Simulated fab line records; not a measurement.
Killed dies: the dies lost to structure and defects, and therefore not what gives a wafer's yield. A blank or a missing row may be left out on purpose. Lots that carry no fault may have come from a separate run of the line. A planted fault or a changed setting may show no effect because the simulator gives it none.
Split-lot trial ; flow berkeley-cmos170 ; 27 wafers read from 5 lots, route of 331 steps

== THE SPLIT ==
At UCB170_GATE_ETCH_15 (etches poly-Si in HBr/Cl2, stops on SiO2, time 56.3 s, target depth 278.2 nm), the setting time-s was moved away from the recipe's 56.3 s on 9 of the 27 wafers read, by -18.1% to +23.2%. The other wafers ran this setting at the recipe's value.

The split's own step is where the reading is taken.

== THE READING ==
KrF_of_GATE_COAT_07.thk-nm (the simulator's own value, which no gauge read), in nm, at UCB170_GATE_ETCH_15 (etches poly-Si in HBr/Cl2, stops on SiO2, time 56.3 s, target depth 278.2 nm). No usual value for it is given in the file. The 18 wafers here that ran the recipe average 778.2 nm, standard deviation 3.6 nm.

wafer;tool, chamber at the split;time-s as run, s;against the recipe;KrF_of_GATE_COAT_07.thk-nm, nm;against lot-mates on the recipe
L074.1;rie-si-02, 3;69.13;+22.8%;753.4;-28.5
L074.2;rie-si-02, 0;69.13;+22.8%;756;-25.9
L074.3;rie-si-02, 1;69.13;+22.8%;754.8;-27.1
L074.4;rie-si-02, 2;56.3;recipe;778.7;-
L074.5;rie-si-02, 0;56.3;recipe;783.6;-
L074.6;rie-si-02, 3;56.3;recipe;783.4;-
L076.1;rie-si-01, 3;56.3;recipe;780.8;-
L076.2;rie-si-01, 0;56.3;recipe;775.9;-
L076.3;rie-si-01, 1;56.3;recipe;775;-
L076.4;rie-si-01, 2;56.3;recipe;779;-
L076.5;rie-si-01, 3;56.3;recipe;783.2;-
L076.6;rie-si-01, 0;56.3;recipe;777.7;-
L077.1;rie-si-02, 2;56.3;recipe;773.4;-
L077.2;rie-si-02, 3;46.09;-18.1%;793.4;+20.0
L077.3;rie-si-02, 0;46.09;-18.1%;795.1;+21.7
L077.4;rie-si-02, 1;46.09;-18.1%;795.6;+22.2
L077.5;rie-si-02, 2;56.3;recipe;770.9;-
L077.6;rie-si-02, 1;56.3;recipe;775.9;-
L078.2;rie-si-01, 3;56.3;recipe;780.7;-
L078.3;rie-si-01, 0;56.3;recipe;778.2;-
L078.5;rie-si-01, 2;56.3;recipe;775.5;-
L080.1;rie-si-01, 2;56.3;recipe;774;-
L080.2;rie-si-01, 1;69.36;+23.2%;752.3;-26.1
L080.3;rie-si-01, 3;56.3;recipe;780.9;-
L080.4;rie-si-01, 0;69.36;+23.2%;749.6;-28.8
L080.5;rie-si-01, 0;69.36;+23.2%;748.6;-29.8
L080.6;rie-si-01, 3;56.3;recipe;780.2;-

FIT RESULTS
A straight line over all 27 wafers: KrF_of_GATE_COAT_07.thk-nm changes by -1.06 nm for each +1% of time-s; r = -0.97; the points scatter about the line by 3.4 nm.
The same after taking each lot's own level away (the mean of its wafers on the recipe; 27 wafers): -1.2 nm for each +1%; r = -0.99; scatter 2.3 nm.
On that fit, the largest move of time-s shifts the reading by 28 nm.
The span of the lots' own levels, 773.40 to 781.90 nm, comes to 2.4 times the standard deviation stated above.
So the lot-to-lot level changes the slope: the two fits differ.
Check: with one of the wafers moved furthest among these (+23.2%) left out of the fit, the line predicts -28.1 nm for it against its lot-mates. It came out at -26.1 nm against them.

== ADDITIONAL SPLITS CARRIED BY THESE WAFERS ==
Note: prior to the reading, these wafers also went through further splits. Each is held against what the fit with the lots' levels taken away leaves over:
other split on the same wafers;wafers away from the commonest value;r with KrF_of_GATE_COAT_07.thk-nm (lot level and that fit taken away)
UCB170_NWELL_ETCH_13 time-s;12;+0.15
UCB170_WELLDRIVE_OXIDATION_01 ox-time-s;6;+0.03
UCB170_SCREENOX_OXIDATION_01 ox-time-s;18;-0.04

== THE WHOLE CHAIN: every reading that the file lists as answering this split, in the file's order ==
step;what it does;reading;change (the file's fit);r (the file's)
UCB170_GATE_ETCH_15;etches poly-Si in HBr/Cl2, stops on SiO2, time 56.3 s, target depth 278.2 nm;KrF_of_GATE_COAT_07.thk-nm (the simulator's own value, which no gauge read);-1.2 nm for each +1% of the setting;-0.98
UCB170_GATE_ETCH_15;etches poly-Si in HBr/Cl2, stops on SiO2, time 56.3 s, target depth 278.2 nm;SiO2_of_GATE_OXIDATION_01.thk-nm (the simulator's own value, which no gauge read);not straight: 6.494 at the lowest setting, 6.52 at the recipe, 5.314 at the highest;not given

== THE FILE'S OWN FIT ==
KrF_of_GATE_COAT_07.thk-nm changes by -1.2 nm for each +1% of time-s, r = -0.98.
